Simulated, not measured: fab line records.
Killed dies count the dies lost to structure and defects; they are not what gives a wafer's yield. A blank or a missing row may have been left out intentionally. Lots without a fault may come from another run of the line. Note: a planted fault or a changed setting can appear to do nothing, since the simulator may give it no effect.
Which tool is to blame? | flow ritCmos | 14 lots with 42 wafers sampled at 7 steps, on a route of 202 steps

== WHAT THE GAUGES SHOWED, per wafer ==
RIT_FOX2_THK_MEAS_01. Usual: FOX2_OXIDE_THK typically reads 348 nm, with standard deviation 5.5.
lot  | measured    | on           | FOX2_OXIDE_THK (nm) | flag
L132 | day 1 23:22 | filmMetro-01 | 348 352 349         | 
L135 | day 2 16:10 | filmMetro-01 | 346 350 351         | 
L136 | day 2 19:30 | filmMetro-01 | 349 355 353         | 
L137 | day 3 01:05 | filmMetro-03 | 343 340 349         | 
L138 | day 3 05:28 | filmMetro-02 | 348 346 340         | 
L140 | day 3 17:40 | filmMetro-02 | 348 348 345         | 
L141 | day 3 22:44 | filmMetro-01 | 356 353 353         | 
L142 | day 4 05:04 | filmMetro-01 | 346 350 352         | 
L145 | day 4 21:24 | filmMetro-03 | 341 335 339         | 
L148 | day 5 08:26 | filmMetro-03 | 304 301 303         | OFF
L150 | day 5 17:31 | filmMetro-03 | 310 305 313         | OFF
L151 | day 5 23:01 | filmMetro-03 | 365 355 353         | 
L153 | day 6 09:40 | filmMetro-02 | 340 344 343         | 
L154 | day 6 14:59 | filmMetro-02 | 350 352 353         | 

RIT_FOX2_THK_MEAS_90. Usual: FIELD_OXIDE_LEFT_1_THK typically reads 321 nm, with standard deviation 5.6.
lot  | measured    | on           | FIELD_OXIDE_LEFT_1_THK (nm) | flag
L132 | day 2 00:14 | filmMetro-01 | 320 325 321                 | 
L135 | day 2 17:07 | filmMetro-01 | 319 323 324                 | 
L136 | day 2 20:28 | filmMetro-02 | 321 327 326                 | 
L137 | day 3 01:58 | filmMetro-01 | 315 312 322                 | 
L138 | day 3 07:28 | filmMetro-02 | 321 319 312                 | 
L140 | day 3 18:32 | filmMetro-03 | 320 320 317                 | 
L141 | day 3 23:41 | filmMetro-01 | 329 327 326                 | 
L142 | day 4 05:56 | filmMetro-02 | 319 322 324                 | 
L145 | day 4 22:16 | filmMetro-01 | 314 308 312                 | 
L148 | day 5 09:19 | filmMetro-02 | 277 273 276                 | OFF
L150 | day 5 18:23 | filmMetro-02 | 282 277 285                 | OFF
L151 | day 5 23:53 | filmMetro-01 | 337 328 326                 | 
L153 | day 6 10:33 | filmMetro-01 | 313 316 316                 | 
L154 | day 6 16:37 | filmMetro-01 | 322 325 326                 | 

RIT_PWELL_OVL_MEAS_06. Usual: PWELL_OVL typically reads -0.6 nm, with standard deviation 1.5.
lot  | measured    | on         | PWELL_OVL (nm) | flag
L132 | day 2 03:08 | overlay-01 | -1.5 -2.7 -2.3 | 
L135 | day 2 19:51 | overlay-02 | -0.4 -0.2 -1.3 | 
L136 | day 2 23:04 | overlay-02 | -2.4 -0.8 -3.4 | 
L137 | day 3 04:49 | overlay-02 | -3.3 -1.7 -2.9 | 
L138 | day 3 10:13 | overlay-01 | -1.0 -0.5 -0.4 | 
L140 | day 3 21:09 | overlay-02 | -0.5 -0.1 0.0  | 
L141 | day 4 02:17 | overlay-02 | -3.3 -2.3 0.1  | 
L142 | day 4 08:28 | overlay-01 | 1.8 -1.7 1.1   | 
L145 | day 5 01:11 | overlay-02 | -1.3 -2.3 -1.9 | 
L148 | day 5 12:03 | overlay-02 | -1.1 -2.8 -2.3 | 
L150 | day 5 21:08 | overlay-01 | -1.1 -0.9 -0.7 | 
L151 | day 6 02:23 | overlay-02 | -1.9 -0.5 1.3  | 
L153 | day 6 13:17 | overlay-01 | 0.6 -0.4 1.8   | 
L154 | day 6 19:37 | overlay-02 | -1.6 1.6 -0.4  | 

RIT_FOX2_THK_MEAS_91. Usual: FIELD_OXIDE_LEFT_2_THK typically reads 252 nm, with standard deviation 5.4.
lot  | measured    | on           | FIELD_OXIDE_LEFT_2_THK (nm) | flag
L132 | day 2 12:49 | filmMetro-01 | 252 256 252                 | 
L135 | day 3 05:41 | filmMetro-01 | 250 254 254                 | 
L136 | day 3 08:50 | filmMetro-02 | 253 260 258                 | 
L137 | day 3 14:31 | filmMetro-01 | 247 244 254                 | 
L138 | day 3 20:00 | filmMetro-03 | 253 251 244                 | 
L140 | day 4 07:16 | filmMetro-01 | 252 252 250                 | 
L141 | day 4 13:28 | filmMetro-02 | 260 258 257                 | 
L142 | day 4 18:31 | filmMetro-02 | 250 254 256                 | 
L145 | day 5 10:55 | filmMetro-03 | 246 240 244                 | 
L148 | day 5 23:01 | filmMetro-01 | 208 205 208                 | OFF
L150 | day 6 06:48 | filmMetro-02 | 214 209 217                 | OFF
L151 | day 6 12:19 | filmMetro-02 | 268 259 257                 | 
L153 | day 6 23:03 | filmMetro-01 | 244 248 248                 | 
L154 | day 7 05:15 | filmMetro-01 | 254 257 258                 | 

RIT_GATE_CD_MEAS_90 targets a cd of 150 nm. Usual: cdNm 150.0 nm, standard deviation 2.5.
lot  | measured    | on       | cdNm (nm)         | flag
L132 | day 2 17:41 | cdSem-01 | 148.9 150.0 147.9 | 
L135 | day 3 10:32 | cdSem-02 | 147.8 149.9 153.0 | 
L136 | day 3 14:14 | cdSem-02 | 147.7 150.6 149.8 | 
L137 | day 3 19:52 | cdSem-02 | 152.4 152.0 150.5 | 
L138 | day 4 00:41 | cdSem-02 | 151.9 152.1 151.3 | 
L140 | day 4 17:52 | cdSem-02 | 150.1 149.2 150.4 | 
L141 | day 4 21:37 | cdSem-01 | 150.6 151.1 148.0 | 
L142 | day 5 00:26 | cdSem-01 | 148.1 145.9 148.2 | 
L145 | day 5 17:09 | cdSem-01 | 149.8 151.7 153.8 | 
L148 | day 6 03:50 | cdSem-01 | 151.0 151.1 151.4 | 
L150 | day 6 11:56 | cdSem-02 | 148.6 148.5 150.9 | 
L151 | day 6 17:15 | cdSem-01 | 150.7 150.7 151.6 | 
L153 | day 7 05:18 | cdSem-02 | 147.1 147.4 147.3 | 
L154 | day 7 11:53 | cdSem-02 | 146.9 149.3 149.1 | 

RIT_REOX_THK_MEAS_04. Usual: REOX_OXIDE_THK typically reads 25.2 nm, with standard deviation 0.57.
lot  | measured    | on           | REOX_OXIDE_THK (nm) | flag
L132 | day 2 20:45 | filmMetro-01 | 25.3 25.3 25.7      | 
L135 | day 3 14:25 | filmMetro-03 | 25.3 25.5 25.4      | 
L136 | day 3 18:18 | filmMetro-04 | 26.0 25.9 25.6      | 
L137 | day 3 23:44 | filmMetro-03 | 25.2 25.7 25.6      | 
L138 | day 4 03:44 | filmMetro-04 | 25.4 25.1 24.8      | 
L140 | day 4 20:55 | filmMetro-03 | 24.6 24.3 24.3      | 
L141 | day 5 00:37 | filmMetro-03 | 24.6 24.3 24.4      | 
L142 | day 5 03:29 | filmMetro-03 | 25.4 25.0 24.8      | 
L145 | day 5 20:11 | filmMetro-01 | 24.8 25.0 24.7      | 
L148 | day 6 06:52 | filmMetro-04 | 25.3 25.6 25.6      | 
L150 | day 6 15:25 | filmMetro-03 | 24.6 24.8 25.1      | 
L151 | day 6 20:26 | filmMetro-03 | 24.3 24.7 24.5      | 
L153 | day 7 08:20 | filmMetro-03 | 25.7 25.5 25.4      | 
L154 | day 7 15:17 | filmMetro-04 | 25.1 25.7 25.2      | 

== WHAT TOOL EACH LOT RAN ON (gives the tool, then ch and the chambers of the sampled wafers, and finally the start) ==
lot  | RIT_FOX2_OXIDATION_00
L132 | furnace-01 ch 0, day 1 22:03
L135 | furnace-01 ch 0, day 2 14:51
L136 | furnace-03 ch 0, day 2 18:10
L137 | furnace-01 ch 0, day 2 23:44
L138 | furnace-01 ch 0, day 3 04:09
L140 | furnace-02 ch 0, day 3 16:20
L141 | furnace-02 ch 0, day 3 21:23
L142 | furnace-01 ch 0, day 4 03:44
L145 | furnace-02 ch 0, day 4 20:05
L148 | furnace-01 ch 0, day 5 07:07
L150 | furnace-01 ch 0, day 5 16:11
L151 | furnace-02 ch 0, day 5 21:41
L153 | furnace-03 ch 0, day 6 08:21
L154 | furnace-02 ch 0, day 6 13:40
- RIT_FOX2_OXIDATION_00: target thk 350.7 nm, ox time 1130 s.

== WHAT THE TOOLS THEMSELVES READ (means of the sampled wafers that have a number; where no wafer has one, the mark that the record gives instead) ==
RIT_FOX2_OXIDATION_00. Usual: spikeTcCentreC 1102.7 C, standard deviation 1; spikeTcLoadC 1128.8 C, standard deviation 1.5; spikeTcSourceC 1131.2 C, standard deviation 2.2; tubeCenterTempC 1100 C, standard deviation 0.098; tube_center_temp_C_max 1102.8, standard deviation 0.47.
lot  | tool       | spikeTcCentreC (C) | spikeTcLoadC (C) | spikeTcSourceC (C) | tubeCenterTempC (C) | tube_center_temp_C_max | flag
L132 | furnace-01 | 1103.2             | 1129.8           | 1131.4             | 1100                | 1103.3                 | 
L135 | furnace-01 | 1104.3             | 1129.5           | 1130.9             | 1100                | 1103.0                 | 
L136 | furnace-03 | 1101.6             | 1129.3           | 1127.1             | 1100                | 1102.9                 | 
L137 | furnace-01 | 1103.7             | 1129.9           | 1132.1             | 1100                | 1103.1                 | 
L138 | furnace-01 | 1102.9             | 1129.9           | 1132.2             | 1100                | 1103.0                 | 
L140 | furnace-02 | 1103.0             | 1127.8           | 1132.2             | 1100                | 1102.9                 | 
L141 | furnace-02 | 1103.3             | 1126.0           | 1131.7             | 1100                | 1102.7                 | 
L142 | furnace-01 | 1103.6             | 1129.2           | 1133.1             | 1100                | 1103.5                 | 
L145 | furnace-02 | 1102.9             | 1128.4           | 1132.0             | 1100                | 1103.3                 | 
L148 | furnace-01 | 1080.5             | 1106.5           | 1108.6             | 1077                | 1080.1                 | OFF
L150 | furnace-01 | 1081.3             | 1106.3           | 1108.5             | 1077                | 1080.2                 | OFF
L151 | furnace-02 | 1102.6             | 1128.0           | 1132.2             | 1100                | 1103.1                 | 
L153 | furnace-03 | 1101.3             | 1129.3           | 1126.9             | 1100                | 1102.9                 | 
L154 | furnace-02 | 1101.5             | 1127.1           | 1131.9             | 1100                | 1102.4                 | 

== THE ANSWER, worked out from the rows above alone ==
Rule: lot off if the mean of its wafers having a number is beyond 3 standard deviations from the usual mean. Also off: a lot with no number at a reading for which 4 or more lots have one. All remaining lots with rows at the step are treated as sound. Order of review: gauges by route order, followed by the tools' own readings, for which a lot's mean as printed above is used. The first step at which some lot is off is used, and at that step the reading that is off furthest; a lot without a number counts as furthest.
Off: at RIT_FOX2_THK_MEAS_01 (FOX2_OXIDE_THK), L148, L150.
A tool fits if, at a process step before that reading, it ran every lot that is off, and no sound lot after the first of them. The gauges at RIT_FOX2_THK_MEAS_01 aren't tried: what is off there is off at RIT_FOX2_THK_MEAS_90 too, on other tools, and a gauge's error can't cause that. One candidate fits, namely furnace-01 at RIT_FOX2_OXIDATION_00. A fault onset in the window from L142 (day 4 03:44, its last sound lot) to L148 (day 5 07:07, its first lot off) fits.
The tool's own readings at RIT_FOX2_OXIDATION_00 bear it out: on the lots that are off they differ by more than 5 times the standard deviation of the sound lots' means. spikeTcCentreC reads 1080.9 C there against 1102.8 C on the sound lots; spikeTcLoadC reads 1106.4 C there against 1128.7 C on the sound lots; spikeTcSourceC reads 1108.5 C there against 1131.1 C on the sound lots; tubeCenterTempC reads 1077 C there against 1100 C on the sound lots; tube_center_temp_C_max reads 1080.2 there against 1103.0 on the sound lots.

== WHAT WAS PUT IN BY THE SIMULATOR ==
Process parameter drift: furnace-01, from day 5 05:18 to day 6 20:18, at RIT_FOX2_OXIDATION_00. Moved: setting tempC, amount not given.
Shown lots that were struck: L148, L150. The rule above found the same.
